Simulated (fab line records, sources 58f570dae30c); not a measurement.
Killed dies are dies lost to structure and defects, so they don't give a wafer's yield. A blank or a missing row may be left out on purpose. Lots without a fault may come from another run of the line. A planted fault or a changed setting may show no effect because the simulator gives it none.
Tool commonality check | flow berkeley_cmos170 | 14 lots, 48 wafers sampled

WHY IT WAS OPENED
At UCB170_PLDD_TW_MEAS_11 the reading PLDD_TW is flagged on 2 of 14 lots. Wafers without a fault read 1009, standard deviation 9.9.
Rule: a lot is flagged when every wafer of it that has a number lies more than 4 standard deviations from that mean, or none has a number. The other lots count as sound.

lot  | measured     | on            | PLDD_TW, wafer by wafer | flag
L736 | day 5 17:37  | film_metro-04 | 997 997 1000            |
L737 | day 6 04:09  | film_metro-04 | 1002 994 995            |
L739 | day 6 17:21  | film_metro-04 | 996 1006 996            |
L738 | day 6 17:52  | film_metro-01 | 1019 1020 1020          |
L744 | day 7 01:46  | film_metro-01 | 961 960 963 961 967 960 | FLAGGED
L743 | day 7 02:17  | film_metro-04 | 935 934 941 940 937 938 | FLAGGED
L745 | day 7 17:56  | film_metro-01 | 1018 1017 1016          |
L748 | day 8 09:27  | film_metro-01 | 1026 1026 1015          |
L751 | day 9 11:15  | film_metro-01 | 1023 1021 1022          |
L753 | day 9 19:29  | film_metro-03 | 1010 1006 1004          |
L754 | day 9 23:25  | film_metro-03 | 1008 1007 1005          |
L757 | day 10 08:55 | film_metro-03 | 1015 1013 1007          |
L758 | day 10 18:06 | film_metro-03 | 1012 1011 1012          |
L759 | day 11 12:13 | film_metro-04 | 997 991 991             |
The numbers of the flagged lots are 950 on average: -59 against the usual, or -6 standard deviations.

WHICH TOOL RAN EACH LOT
The record holds 2 process steps before the reading, out of a route of 331 steps. In each cell: the tool, then ch and the chambers that the sampled wafers went through, then the start.
lot  | flag    | UCB170_ACTIVE_ETCH_15             | UCB170_PLDD_IMPLANT_08
L736 |         | rie_diel-04 ch 0,2, day 3 21:31   | implanter-04 ch 0, day 5 17:13
L737 |         | rie_diel-04 ch 0,1, day 4 06:28   | implanter-04 ch 0, day 6 03:46
L739 |         | rie_diel-04 ch 0,3, day 4 19:54   | implanter-01 ch 0, day 6 16:57
L738 |         | rie_diel-02 ch 0,2,3, day 4 20:18 | implanter-04 ch 0, day 6 17:28
L744 | FLAGGED | rie_diel-02 ch 0,2, day 5 09:25   | implanter-04 ch 0, day 7 01:23
L743 | FLAGGED | rie_diel-04 ch 0,1,2, day 5 09:18 | implanter-04 ch 0, day 7 01:53
L745 |         | rie_diel-02 ch 0,1,3, day 5 15:40 | implanter-01 ch 0, day 7 17:32
L748 |         | rie_diel-03 ch 0,1,3, day 6 10:38 | implanter-02 ch 0, day 8 09:03
L751 |         | rie_diel-04 ch 0,1,2, day 7 06:37 | implanter-01 ch 0, day 9 10:51
L753 |         | rie_diel-02 ch 1,2, day 7 14:35   | implanter-01 ch 0, day 9 19:05
L754 |         | rie_diel-03 ch 1,2, day 7 23:25   | implanter-04 ch 0, day 9 23:02
L757 |         | rie_diel-04 ch 0,2, day 8 10:18   | implanter-04 ch 0, day 10 08:31
L758 |         | rie_diel-02 ch 0,1,2, day 8 19:52 | implanter-04 ch 0, day 10 17:42
L759 |         | rie_diel-03 ch 0,3, day 9 07:47   | implanter-04 ch 0, day 11 11:49
What these steps do:
- UCB170_ACTIVE_ETCH_15: etches Si3N4 in CH3F/Ar/O2, stops on SiO2, target depth 242 nm, time 148.7 s.
- UCB170_PLDD_IMPLANT_08
- UCB170_PLDD_TW_MEAS_11

FLAGGED OVER TOTAL, TOOL BY TOOL (the gauges that took the reading come last)
step                   | tool          | lots run | flagged | share of the flagged lots | sound lots run after its first flagged lot
UCB170_ACTIVE_ETCH_15  | rie_diel-02   | 5        | 1       | some                      | 3 (L745,L753,L758)
UCB170_ACTIVE_ETCH_15  | rie_diel-03   | 3        | 0       | none                      | -
UCB170_ACTIVE_ETCH_15  | rie_diel-04   | 6        | 1       | some                      | 2 (L751,L757)
UCB170_PLDD_IMPLANT_08 | implanter-01  | 4        | 0       | none                      | -
UCB170_PLDD_IMPLANT_08 | implanter-02  | 1        | 0       | none                      | -
UCB170_PLDD_IMPLANT_08 | implanter-04  | 9        | 2       | all                       | 4 (L754,L757,L758,L759)
UCB170_PLDD_TW_MEAS_11 | film_metro-01 | 5        | 1       | some                      | 3 (L745,L748,L751)
UCB170_PLDD_TW_MEAS_11 | film_metro-03 | 4        | 0       | none                      | -
UCB170_PLDD_TW_MEAS_11 | film_metro-04 | 5        | 1       | some                      | 1 (L759)

WHAT THE TABLE ALLOWS
1 row of the table ran every flagged lot: implanter-04 at UCB170_PLDD_IMPLANT_08.
- implanter-04 at UCB170_PLDD_IMPLANT_08: 2 of its 9 lots flagged. Sound lots ran on it after the first flagged one (L754, L757, L758, L759), which a lasting fault on the whole tool wouldn't allow. Its own readings lie more than 4 standard deviations out on every wafer of the flagged lots: beam_energy_keV, beam_on_s, faraday_current_uA.
No row of the table ran every flagged lot and no sound lot after the first.

WHAT THE SIMULATOR HAD PUT IN
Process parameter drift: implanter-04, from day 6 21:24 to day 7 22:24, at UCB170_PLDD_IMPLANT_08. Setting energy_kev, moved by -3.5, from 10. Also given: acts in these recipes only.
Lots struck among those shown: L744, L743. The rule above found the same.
